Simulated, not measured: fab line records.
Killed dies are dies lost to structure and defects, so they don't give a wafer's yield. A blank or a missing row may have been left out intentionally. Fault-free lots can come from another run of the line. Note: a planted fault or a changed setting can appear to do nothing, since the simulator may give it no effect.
Which tool is to blame? :: flow ritCmos :: Sampling: 13 lots, 39 wafers, 4 of 202 route steps

WHAT THE GAUGES READ, wafer by wafer
RIT_FOX2_THK_MEAS_01.
lot: L509
measured: day 1 18:41
on: filmMetro-01
FOX2_OXIDE_THK (nm): 353 352 355

lot: L510
measured: day 1 23:41
on: filmMetro-02
FOX2_OXIDE_THK (nm): 355 360 353

lot: L511
measured: day 2 05:16
on: filmMetro-02
FOX2_OXIDE_THK (nm): 356 357 351

lot: L512
measured: day 2 10:43
on: filmMetro-01
FOX2_OXIDE_THK (nm): 361 362 350

lot: L513
measured: day 2 14:43
on: filmMetro-03
FOX2_OXIDE_THK (nm): 355 353 358

lot: L514
measured: day 2 19:19
on: filmMetro-03
FOX2_OXIDE_THK (nm): 343 351 348

lot: L515
measured: day 3 00:26
on: filmMetro-01
FOX2_OXIDE_THK (nm): 345 347 350

lot: L518
measured: day 3 16:11
on: filmMetro-01
FOX2_OXIDE_THK (nm): 362 360 358

lot: L520
measured: day 4 01:22
on: filmMetro-01
FOX2_OXIDE_THK (nm): 356 360 351

lot: L521
measured: day 4 06:23
on: filmMetro-01
FOX2_OXIDE_THK (nm): 362 354 355

lot: L522
measured: day 4 11:44
on: filmMetro-03
FOX2_OXIDE_THK (nm): 357 352 351

lot: L526
measured: day 5 09:16
on: filmMetro-01
FOX2_OXIDE_THK (nm): 367 368 365

lot: L530
measured: day 6 04:11
on: filmMetro-01
FOX2_OXIDE_THK (nm): 352 355 353

RIT_FOX2_THK_MEAS_90.
lot: L509
measured: day 1 19:34
on: filmMetro-01
FIELD_OXIDE_LEFT_1_THK (nm): 325 325 328

lot: L510
measured: day 2 00:34
on: filmMetro-02
FIELD_OXIDE_LEFT_1_THK (nm): 327 332 327

lot: L511
measured: day 2 06:13
on: filmMetro-01
FIELD_OXIDE_LEFT_1_THK (nm): 329 329 324

lot: L512
measured: day 2 11:35
on: filmMetro-03
FIELD_OXIDE_LEFT_1_THK (nm): 333 335 322

lot: L513
measured: day 2 15:35
on: filmMetro-01
FIELD_OXIDE_LEFT_1_THK (nm): 328 325 330

lot: L514
measured: day 2 20:12
on: filmMetro-03
FIELD_OXIDE_LEFT_1_THK (nm): 315 323 321

lot: L515
measured: day 3 01:19
on: filmMetro-03
FIELD_OXIDE_LEFT_1_THK (nm): 318 320 323

lot: L518
measured: day 3 17:04
on: filmMetro-01
FIELD_OXIDE_LEFT_1_THK (nm): 335 333 330

lot: L520
measured: day 4 02:14
on: filmMetro-01
FIELD_OXIDE_LEFT_1_THK (nm): 328 333 323

lot: L521
measured: day 4 07:15
on: filmMetro-03
FIELD_OXIDE_LEFT_1_THK (nm): 334 327 328

lot: L522
measured: day 4 12:41
on: filmMetro-01
FIELD_OXIDE_LEFT_1_THK (nm): 329 324 324

lot: L526
measured: day 5 10:08
on: filmMetro-03
FIELD_OXIDE_LEFT_1_THK (nm): 340 341 338

lot: L530
measured: day 6 05:08
on: filmMetro-01
FIELD_OXIDE_LEFT_1_THK (nm): 324 328 325

RIT_FOX2_THK_MEAS_91.
lot: L509
measured: day 2 08:08
on: filmMetro-01
FIELD_OXIDE_LEFT_2_THK (nm): 257 256 260

lot: L510
measured: day 2 12:58
on: filmMetro-01
FIELD_OXIDE_LEFT_2_THK (nm): 259 265 259

lot: L511
measured: day 2 18:43
on: filmMetro-03
FIELD_OXIDE_LEFT_2_THK (nm): 260 261 255

lot: L512
measured: day 3 00:04
on: filmMetro-03
FIELD_OXIDE_LEFT_2_THK (nm): 265 267 254

lot: L513
measured: day 3 04:11
on: filmMetro-01
FIELD_OXIDE_LEFT_2_THK (nm): 261 258 263

lot: L514
measured: day 3 08:56
on: filmMetro-02
FIELD_OXIDE_LEFT_2_THK (nm): 247 255 252

lot: L515
measured: day 3 13:35
on: filmMetro-03
FIELD_OXIDE_LEFT_2_THK (nm): 251 252 256

lot: L518
measured: day 4 05:35
on: filmMetro-01
FIELD_OXIDE_LEFT_2_THK (nm): 267 265 263

lot: L520
measured: day 4 15:25
on: filmMetro-03
FIELD_OXIDE_LEFT_2_THK (nm): 260 265 255

lot: L521
measured: day 4 20:45
on: filmMetro-02
FIELD_OXIDE_LEFT_2_THK (nm): 267 259 260

lot: L522
measured: day 5 01:45
on: filmMetro-03
FIELD_OXIDE_LEFT_2_THK (nm): 261 256 256

lot: L526
measured: day 5 22:49
on: filmMetro-02
FIELD_OXIDE_LEFT_2_THK (nm): 272 273 270

lot: L530
measured: day 6 17:26
on: filmMetro-03
FIELD_OXIDE_LEFT_2_THK (nm): 256 259 257

EACH LOT AND THE TOOL THAT RAN IT (in order: tool; ch and the chambers of the sampled wafers; start)
lot: L509
RIT_FOX2_OXIDATION_00: furnace-01 ch 0, day 1 17:22

lot: L510
RIT_FOX2_OXIDATION_00: furnace-04 ch 0, day 1 22:21

lot: L511
RIT_FOX2_OXIDATION_00: furnace-01 ch 0, day 2 03:58

lot: L512
RIT_FOX2_OXIDATION_00: furnace-01 ch 0, day 2 09:23

lot: L513
RIT_FOX2_OXIDATION_00: furnace-01 ch 0, day 2 13:24

lot: L514
RIT_FOX2_OXIDATION_00: furnace-01 ch 0, day 2 18:00

lot: L515
RIT_FOX2_OXIDATION_00: furnace-01 ch 0, day 2 23:07

lot: L518
RIT_FOX2_OXIDATION_00: furnace-04 ch 0, day 3 14:52

lot: L520
RIT_FOX2_OXIDATION_00: furnace-03 ch 0, day 4 00:01

lot: L521
RIT_FOX2_OXIDATION_00: furnace-04 ch 0, day 4 05:03

lot: L522
RIT_FOX2_OXIDATION_00: furnace-03 ch 0, day 4 10:23

lot: L526
RIT_FOX2_OXIDATION_00: furnace-03 ch 0, day 5 07:57

lot: L530
RIT_FOX2_OXIDATION_00: furnace-01 ch 0, day 6 02:51
- RIT_FOX2_OXIDATION_00: target thk 350.7 nm, ox time 1130 s.

WHAT THE TOOLS THEMSELVES READ (means of the sampled wafers that have a number; where no wafer has one, the mark that the record gives instead)
The record holds no such reading with a usual standard deviation.

THE ANSWER, worked out from the rows above alone
Rule: the usual values come from the lots themselves. Put in order of their means at a reading, lots are off if they are a third of the lots or fewer, leave a main group of 4 or more, and stand apart from it by a gap of 3 or more times the standard deviation of the main group's means; of several such gaps the widest counts. Not used: any main group whose means are identical at the precision the tables above print for the reading. A lot without any number at a reading at which 4 lots or more have one is off too. All remaining lots with rows at the step are treated as sound. Order of review: gauges by route order, followed by the tools' own readings, for which a lot's mean as printed above is used. At the first step where some lot is off, the reading lying furthest off is the one used; lots without a number count as furthest.
Nothing can be told from this: no lot is off at any reading shown.

WHAT HAD BEEN PUT IN BY THE SIMULATOR
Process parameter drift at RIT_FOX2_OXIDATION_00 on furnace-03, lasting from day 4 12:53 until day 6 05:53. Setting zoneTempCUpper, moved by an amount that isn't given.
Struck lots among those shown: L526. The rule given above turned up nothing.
